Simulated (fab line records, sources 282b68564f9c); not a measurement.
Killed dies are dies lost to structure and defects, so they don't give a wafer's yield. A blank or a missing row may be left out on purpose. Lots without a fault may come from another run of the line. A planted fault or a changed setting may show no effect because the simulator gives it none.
Which tool did it? | flow rit_cmos | 16 lots, 48 wafers sampled, at 2 steps of a route of 202

WHAT THE GAUGES READ, wafer by wafer
RIT_PLDD_OVL_MEAS_06. Usual: PLDD_OVL 0.4 nm, standard deviation 1.6.
lot  | measured    | on         | PLDD_OVL (nm)        | flag
L567 | day 2 23:06 | overlay-02 | 3.5 1.3 1.1          |
L568 | day 3 01:24 | overlay-02 | 0.0 1.1 1.3          |
L569 | day 3 06:41 | overlay-02 | -1.0 0.3 0.1         |
L570 | day 3 11:52 | overlay-01 | 0.0 0.4 0.9          |
L571 | day 3 15:37 | overlay-01 | 1.7 -0.1 -2.2        |
L572 | day 3 19:35 | overlay-01 | -0.3 -2.6 -2.7       |
L573 | day 4 03:50 | overlay-02 | -0.7 -0.8 1.4        |
L574 | day 4 10:34 | overlay-01 | -2.6 -0.8 -2.4       |
L575 | day 4 12:57 | overlay-01 | -149.8 -148.8 -148.7 | OFF
L576 | day 4 16:25 | overlay-02 | -151.0 -151.1 -151.3 | OFF
L577 | day 4 21:58 | overlay-01 | -148.7 -149.3 -147.0 | OFF
L578 | day 5 07:26 | overlay-01 | -147.7 -148.3 -146.6 | OFF
L581 | day 5 18:08 | overlay-02 | 1.9 0.3 0.2          |
L584 | day 6 20:31 | overlay-01 | -0.3 -4.1 -3.3       |
L586 | day 7 10:02 | overlay-01 | 2.0 1.1 0.1          |
L588 | day 8 06:35 | overlay-01 | -1.2 -1.7 -1.4       |

WHICH TOOL RAN EACH LOT (tool, then ch and the chambers of the sampled wafers, then the start)
lot  | RIT_PLDD_EXPOSE_03
L567 | iline_stepper-02 ch 0, day 2 22:44
L568 | iline_stepper-02 ch 0, day 3 01:01
L569 | iline_stepper-01 ch 0, day 3 06:19
L570 | iline_stepper-02 ch 0, day 3 11:29
L571 | iline_stepper-02 ch 0, day 3 15:13
L572 | iline_stepper-01 ch 0, day 3 19:13
L573 | iline_stepper-02 ch 0, day 4 03:14
L574 | iline_stepper-01 ch 0, day 4 10:10
L575 | iline_stepper-02 ch 0, day 4 12:33
L576 | iline_stepper-02 ch 0, day 4 16:03
L577 | iline_stepper-02 ch 0, day 4 21:34
L578 | iline_stepper-02 ch 0, day 5 07:02
L581 | iline_stepper-01 ch 0, day 5 17:43
L584 | iline_stepper-01 ch 0, day 6 20:08
L586 | iline_stepper-01 ch 0, day 7 09:38
L588 | iline_stepper-01 ch 0, day 8 06:11
- RIT_PLDD_EXPOSE_03: exposes mask M8, target cd 40900 nm.

WHAT THE TOOLS THEMSELVES READ (means of the sampled wafers that have a number; where no wafer has one, the mark that the record gives instead)
The record holds no such reading with a usual standard deviation.

THE ANSWER, worked out from the rows above alone
Rule: a lot is off if the mean of its wafers that have a number lies more than 3 standard deviations from the usual mean. A lot without any number at a reading at which 4 lots or more have one is off too. The other lots that the step has rows for count as sound. The gauges are gone through in route order, then the tools' own readings, and for those a lot's mean is taken as printed above. The first step at which some lot is off is used, and at that step the reading that is off furthest; a lot without a number counts as furthest.
Off: L575, L576, L577, L578, at RIT_PLDD_OVL_MEAS_06 (PLDD_OVL).
A tool fits if, at a process step before that reading, it ran every lot that is off, and no sound lot after the first of them. The gauges at RIT_PLDD_OVL_MEAS_06 are tried like those tools. One fits: iline_stepper-02 at RIT_PLDD_EXPOSE_03. Its last sound lot is L573 (day 4 03:14), its first lot that is off L575 (day 4 12:33): a fault that began between those two fits.

WHAT THE SIMULATOR HAD PUT IN
Scanner matching overlay: iline_stepper-02, from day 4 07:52 on, at RIT_PLDD_EXPOSE_03. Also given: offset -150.
Lots struck among those shown: L575, L576, L577, L578. The rule above found the same.
